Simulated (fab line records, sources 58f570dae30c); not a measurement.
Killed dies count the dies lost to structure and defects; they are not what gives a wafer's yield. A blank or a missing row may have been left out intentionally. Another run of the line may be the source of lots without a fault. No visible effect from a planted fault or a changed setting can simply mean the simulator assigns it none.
Split-lot experiment | flow berkeley_cmos170 | 23 wafers read from 5 lots, route of 331 steps

## SPLIT DETAILS
At UCB170_M3_SPUTTER_01 (material Al, target thk 900 nm, time 120 s), the setting power_w was moved away from the recipe's 6000 W on 9 of the 23 wafers read, by -5.3% to +5.8%. This setting was run at the recipe's value on the other wafers.

## FROM THE SPLIT ON TO THE READING: in between, the file shows 1 step
- UCB170_M3_RS_MEAS_02: measures by four-point-probe

## THE READING
M3_AL_THK, in nm, at UCB170_M3_THK_MEAS_03 (measures by xrf). Typical for fault-free wafers on this fab line: 889 nm, with standard deviation 13 nm.

wafer  | tool, chamber at the split | power_w as run, W | against the recipe | M3_AL_THK, nm | against lot-mates on the recipe
L080.1 | pvd_sputter-04, -          | 5679              | -5.3%              | 859           | -54
L080.2 | pvd_sputter-04, -          | 6000              | recipe             | 912           | -
L080.4 | pvd_sputter-04, -          | 5679              | -5.3%              | 855           | -58
L080.5 | pvd_sputter-04, -          | 6000              | recipe             | 921           | -
L080.6 | pvd_sputter-04, -          | 6000              | recipe             | 906           | -
L082.2 | pvd_sputter-01, -          | 6000              | recipe             | 886           | -
L082.3 | pvd_sputter-01, -          | 6000              | recipe             | 888           | -
L082.6 | pvd_sputter-01, -          | 6000              | recipe             | 889           | -
L081.1 | pvd_sputter-04, -          | 6000              | recipe             | 884           | -
L081.2 | pvd_sputter-04, -          | 6000              | recipe             | 876           | -
L081.3 | pvd_sputter-04, -          | 6000              | recipe             | 887           | -
L081.4 | pvd_sputter-04, -          | 6269              | +4.5%              | 927           | +45
L081.6 | pvd_sputter-04, -          | 6269              | +4.5%              | 921           | +39
L085.1 | pvd_sputter-03, -          | 5813              | -3.1%              | 866           | -20
L085.2 | pvd_sputter-03, -          | 5813              | -3.1%              | 860           | -26
L085.3 | pvd_sputter-03, -          | 6000              | recipe             | 881           | -
L085.4 | pvd_sputter-03, -          | 5813              | -3.1%              | 861           | -26
L085.6 | pvd_sputter-03, -          | 6000              | recipe             | 892           | -
L084.1 | pvd_sputter-01, -          | 6350              | +5.8%              | 932           | +49
L084.2 | pvd_sputter-01, -          | 6000              | recipe             | 880           | -
L084.3 | pvd_sputter-01, -          | 6000              | recipe             | 891           | -
L084.4 | pvd_sputter-01, -          | 6000              | recipe             | 878           | -
L084.5 | pvd_sputter-01, -          | 6350              | +5.8%              | 922           | +39

FIT RESULTS
A straight line over all 23 wafers: M3_AL_THK changes by +6.93 nm for each +1% of power_w; r = +0.89; the points scatter about the line by 11 nm.
The same after taking each lot's own level away (the mean of its wafers on the recipe; 23 wafers): +8.8 nm for each +1%; r = +0.98; scatter 5.9 nm.
On that fit, the largest move of power_w shifts the reading by 51 nm.
From 882.3 to 913.0 nm: that is the span of the lots' own levels, equal to 2.4 times the standard deviation above.
So the slope is not independent of the lot-to-lot level: the two fits are not the same.
Check: for one of the wafers moved furthest among these (+5.8%), held out of the fit, the line's prediction against its lot-mates is +51 nm. Against them it came out at +49 nm.

## THE WHOLE CHAIN: every reading that the file lists as answering this split, in the file's order
step                    | what it does                                                           | reading                                                                     | change (the file's fit)               | r (the file's)
UCB170_M3_SPUTTER_01    | material Al, target thk 900 nm, time 120 s                             | Al_of_M3_SPUTTER_01.thk_nm (the simulator's own value, which no gauge read) | +8.82 nm for each +1% of the setting  | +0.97
UCB170_M3_RS_MEAS_02    | measures by four-point-probe                                           | M3_AL_RS                                                                    | -0.000323 for each +1% of the setting | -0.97
UCB170_M3_THK_MEAS_03   | measures by xrf                                                        | M3_AL_THK                                                                   | +8.9 for each +1% of the setting      | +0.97
UCB170_M3_METAL_ETCH_18 | etches Al in Cl2/BCl3, stops on SiO2, target depth 1170 nm, time 195 s | M3.feature_depth_nm (the simulator's own value, which no gauge read)        | +8.27 nm for each +1% of the setting  | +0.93

## THE FILE'S OWN FIT
M3_AL_THK changes by +8.9 nm for each +1% of power_w, r = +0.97.
